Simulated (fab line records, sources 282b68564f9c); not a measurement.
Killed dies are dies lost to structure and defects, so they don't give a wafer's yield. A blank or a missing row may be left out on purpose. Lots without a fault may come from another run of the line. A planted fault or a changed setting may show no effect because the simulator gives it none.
Tool commonality check | flow rit_cmos | 13 lots, 39 wafers sampled

WHY IT WAS OPENED
At RIT_NLDD_TW_MEAS_10 the reading NLDD_TW is flagged on 1 of 13 lots. Wafers without a fault read 2491, standard deviation 13.
Rule: a lot is flagged when every wafer of it that has a number lies more than 4 standard deviations from that mean, or none has a number. The other lots count as sound.

lot  | measured    | on            | NLDD_TW, wafer by wafer | flag
L207 | day 2 20:05 | film_metro-02 | 2482 2488 2506          |
L210 | day 3 14:32 | film_metro-02 | 30 30 30                | FLAGGED
L220 | day 5 15:11 | film_metro-03 | 2479 2484 2489          |
L221 | day 5 19:25 | film_metro-03 | 2481 2488 2487          |
L222 | day 5 22:20 | film_metro-02 | 2485 2479 2485          |
L223 | day 6 03:47 | film_metro-04 | 2501 2488 2501          |
L224 | day 6 09:37 | film_metro-03 | 2491 2492 2485          |
L225 | day 6 16:46 | film_metro-02 | 2487 2489 2503          |
L226 | day 6 21:19 | film_metro-04 | 2500 2494 2494          |
L227 | day 7 00:00 | film_metro-03 | 2490 2478 2478          |
L228 | day 7 09:34 | film_metro-03 | 2490 2502 2483          |
L229 | day 7 09:48 | film_metro-03 | 2482 2485 2491          |
L230 | day 7 17:07 | film_metro-04 | 2493 2511 2512          |
The numbers of the flagged lots are 30 on average: -2461 against the usual, or -99 or more standard deviations.

WHICH TOOL RAN EACH LOT
The record holds 1 process step before the reading, out of a route of 202 steps. In each cell: the tool, then ch and the chambers that the sampled wafers went through, then the start.
lot  | flag    | RIT_NLDD_EXPOSE_03
L207 |         | iline_stepper-02 ch 0, day 2 19:11
L210 | FLAGGED | iline_stepper-01 ch 0, day 3 13:38
L220 |         | iline_stepper-01 ch 0, day 5 14:14
L221 |         | iline_stepper-01 ch 0, day 5 18:31
L222 |         | iline_stepper-02 ch 0, day 5 21:12
L223 |         | iline_stepper-01 ch 0, day 6 02:52
L224 |         | iline_stepper-02 ch 0, day 6 08:43
L225 |         | iline_stepper-01 ch 0, day 6 15:38
L226 |         | iline_stepper-01 ch 0, day 6 20:25
L227 |         | iline_stepper-02 ch 0, day 6 23:05
L228 |         | iline_stepper-01 ch 0, day 7 08:40
L229 |         | iline_stepper-02 ch 0, day 7 08:53
L230 |         | iline_stepper-01 ch 0, day 7 16:13
What these steps do:
- RIT_NLDD_EXPOSE_03: exposes mask M7, target cd 40700 nm.
- RIT_NLDD_TW_MEAS_10

FLAGGED OVER TOTAL, TOOL BY TOOL (the gauges that took the reading come last)
step                | tool             | lots run | flagged | share of the flagged lots | sound lots run after its first flagged lot
RIT_NLDD_EXPOSE_03  | iline_stepper-01 | 8        | 1       | all                       | 7 (L220,L221,L223,L225,L226,L228,L230)
RIT_NLDD_EXPOSE_03  | iline_stepper-02 | 5        | 0       | none                      | -
RIT_NLDD_TW_MEAS_10 | film_metro-02    | 4        | 1       | all                       | 2 (L222,L225)
RIT_NLDD_TW_MEAS_10 | film_metro-03    | 6        | 0       | none                      | -
RIT_NLDD_TW_MEAS_10 | film_metro-04    | 3        | 0       | none                      | -

WHAT THE TABLE ALLOWS
2 rows of the table ran every flagged lot: iline_stepper-01 at RIT_NLDD_EXPOSE_03, film_metro-02 at RIT_NLDD_TW_MEAS_10.
- iline_stepper-01 at RIT_NLDD_EXPOSE_03: 1 of its 8 lots flagged. Sound lots ran on it after the first flagged one (L220, L221, L223, L225, L226, L228, L230), which a lasting fault on the whole tool wouldn't allow.
- film_metro-02 at RIT_NLDD_TW_MEAS_10: 1 of its 4 lots flagged. Sound lots ran on it after the first flagged one (L222, L225), which a lasting fault on the whole tool wouldn't allow.
No row of the table ran every flagged lot and no sound lot after the first.

WHAT THE SIMULATOR HAD PUT IN
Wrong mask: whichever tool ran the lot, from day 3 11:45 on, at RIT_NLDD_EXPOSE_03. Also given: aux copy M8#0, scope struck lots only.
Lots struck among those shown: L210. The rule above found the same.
